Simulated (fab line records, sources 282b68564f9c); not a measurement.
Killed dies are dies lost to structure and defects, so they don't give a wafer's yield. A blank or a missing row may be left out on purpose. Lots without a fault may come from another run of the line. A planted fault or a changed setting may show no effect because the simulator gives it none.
Which tool did it? | flow rit_cmos | 13 lots, 39 wafers sampled, at 4 steps of a route of 202

WHAT THE GAUGES READ, wafer by wafer
RIT_FOX2_THK_MEAS_01. Usual: FOX2_OXIDE_THK 351 nm, standard deviation 7.1.
lot  | measured    | on            | FOX2_OXIDE_THK (nm) | flag
L447 | day 1 20:47 | film_metro-02 | 352 345 354         |
L448 | day 2 02:34 | film_metro-02 | 348 346 348         |
L450 | day 2 11:13 | film_metro-03 | 365 359 357         |
L451 | day 2 17:02 | film_metro-02 | 356 358 359         |
L452 | day 2 22:13 | film_metro-03 | 357 354 356         |
L454 | day 3 05:59 | film_metro-03 | 352 352 360         |
L455 | day 3 12:26 | film_metro-02 | 340 339 338         |
L456 | day 3 16:24 | film_metro-03 | 349 347 344         |
L459 | day 4 07:09 | film_metro-03 | 349 358 356         |
L465 | day 5 15:08 | film_metro-01 | 358 353 359         |
L467 | day 5 23:49 | film_metro-02 | 353 354 353         |
L469 | day 6 09:17 | film_metro-01 | 359 358 361         |
L470 | day 6 14:08 | film_metro-02 | 345 348 348         |

RIT_PRETRO_OVL_MEAS_06. Usual: PRETRO_OVL 0.2 nm, standard deviation 1.1.
lot  | measured    | on         | PRETRO_OVL (nm) | flag
L447 | day 2 09:38 | overlay-01 | 0.7 3.1 0.4     |
L448 | day 2 15:50 | overlay-02 | -0.1 1.2 1.8    |
L450 | day 2 23:02 | overlay-02 | 2.3 0.8 1.3     |
L451 | day 3 05:20 | overlay-01 | -0.4 -0.7 -0.7  |
L452 | day 3 10:22 | overlay-02 | -0.4 -0.5 -1.1  |
L454 | day 3 18:22 | overlay-01 | -0.2 1.0 1.3    |
L455 | day 4 00:37 | overlay-02 | 0.6 1.2 1.2     |
L456 | day 4 05:41 | overlay-01 | -0.2 -1.4 -0.5  |
L459 | day 4 20:08 | overlay-01 | -0.6 0.4 0.4    |
L465 | day 6 03:31 | overlay-02 | -0.6 0.1 0.7    |
L467 | day 6 12:29 | overlay-01 | 0.5 -1.9 -0.4   |
L469 | day 6 22:09 | overlay-01 | -0.2 0.7 -1.1   |
L470 | day 7 02:58 | overlay-01 | 0.5 0.8 0.3     |

RIT_CONTACT_THK_MEAS_01. Usual: CONTACT_TEOS_THK 400 nm, standard deviation 5.7.
lot  | measured    | on            | CONTACT_TEOS_THK (nm)   | flag
L447 | day 3 07:46 | film_metro-03 | 403 399 409             |
L448 | day 3 13:25 | film_metro-03 | 400 403 409             |
L450 | day 3 19:40 | film_metro-04 | 399 394 408             |
L451 | day 4 03:24 | film_metro-02 | 397 403 407             |
L452 | day 4 07:55 | film_metro-03 | 400 399 404             |
L454 | day 4 14:20 | film_metro-03 | 408 406 406             |
L455 | day 4 23:29 | film_metro-03 | 406 398 410             |
L456 | day 5 01:23 | film_metro-03 | 389 401 394             |
L459 | day 5 20:00 | film_metro-03 | 399 393 407             |
L465 | day 7 01:48 | film_metro-02 | 394 397 542 394 397 542 | OFF
L467 | day 7 11:53 | film_metro-02 | 392 393 395             |
L469 | day 7 20:00 | film_metro-02 | 400 403 403             |
L470 | day 7 23:08 | film_metro-02 | 394 399 397             |

WHICH TOOL RAN EACH LOT (tool, then ch and the chambers of the sampled wafers, then the start)
lot  | RIT_CONTACT_CVD_00
L447 | pecvd-03 ch 0,1, day 3 07:43
L448 | pecvd-02 ch 0,2, day 3 13:22
L450 | pecvd-03 ch 0,1,2, day 3 19:37
L451 | pecvd-02 ch 1,2, day 4 03:20
L452 | pecvd-04 ch 0,1, day 4 07:52
L454 | pecvd-03 ch 0,1,2, day 4 14:17
L455 | pecvd-04 ch 0,1, day 4 23:25
L456 | pecvd-02 ch 0,1, day 5 01:20
L459 | pecvd-02 ch 0,1,2, day 5 19:56
L465 | pecvd-02 ch 1,2, day 7 01:44
L467 | pecvd-03 ch 0,1,2, day 7 11:50
L469 | pecvd-04 ch 0,1,2, day 7 19:56
L470 | pecvd-03 ch 0,2, day 7 23:04
- RIT_CONTACT_CVD_00: deposits SiO2 from TEOS, target thk 400 nm, time 61 s.

WHAT THE TOOLS THEMSELVES READ (means of the sampled wafers that have a number; where no wafer has one, the mark that the record gives instead)
RIT_CONTACT_CVD_00. Usual: heater_power_w 324 W, standard deviation 57.
lot  | tool     | heater_power_w (W) | flag
L447 | pecvd-03 | 335                |
L448 | pecvd-02 | 369                |
L450 | pecvd-03 | 308                |
L451 | pecvd-02 | 339                |
L452 | pecvd-04 | 287                |
L454 | pecvd-03 | 316                |
L455 | pecvd-04 | 340                |
L456 | pecvd-02 | 298                |
L459 | pecvd-02 | 333                |
L465 | pecvd-02 | 325                |
L467 | pecvd-03 | 338                |
L469 | pecvd-04 | 305                |
L470 | pecvd-03 | 322                |

THE ANSWER, worked out from the rows above alone
Rule: a lot is off if the mean of its wafers that have a number lies more than 3 standard deviations from the usual mean. A lot without any number at a reading at which 4 lots or more have one is off too. The other lots that the step has rows for count as sound. The gauges are gone through in route order, then the tools' own readings, and for those a lot's mean is taken as printed above. The first step at which some lot is off is used, and at that step the reading that is off furthest; a lot without a number counts as furthest.
Off: L465, at RIT_CONTACT_THK_MEAS_01 (CONTACT_TEOS_THK).
A tool fits if, at a process step before that reading, it ran every lot that is off, and no sound lot after the first of them. The gauges at RIT_CONTACT_THK_MEAS_01 are tried like those tools. One fits: pecvd-02 at RIT_CONTACT_CVD_00. Its last sound lot is L459 (day 5 19:56), its first lot that is off L465 (day 7 01:44): a fault that began between those two fits.

WHAT THE SIMULATOR HAD PUT IN
Process parameter drift: pecvd-02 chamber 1, from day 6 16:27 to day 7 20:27, at RIT_CONTACT_CVD_00. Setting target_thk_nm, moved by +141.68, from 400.
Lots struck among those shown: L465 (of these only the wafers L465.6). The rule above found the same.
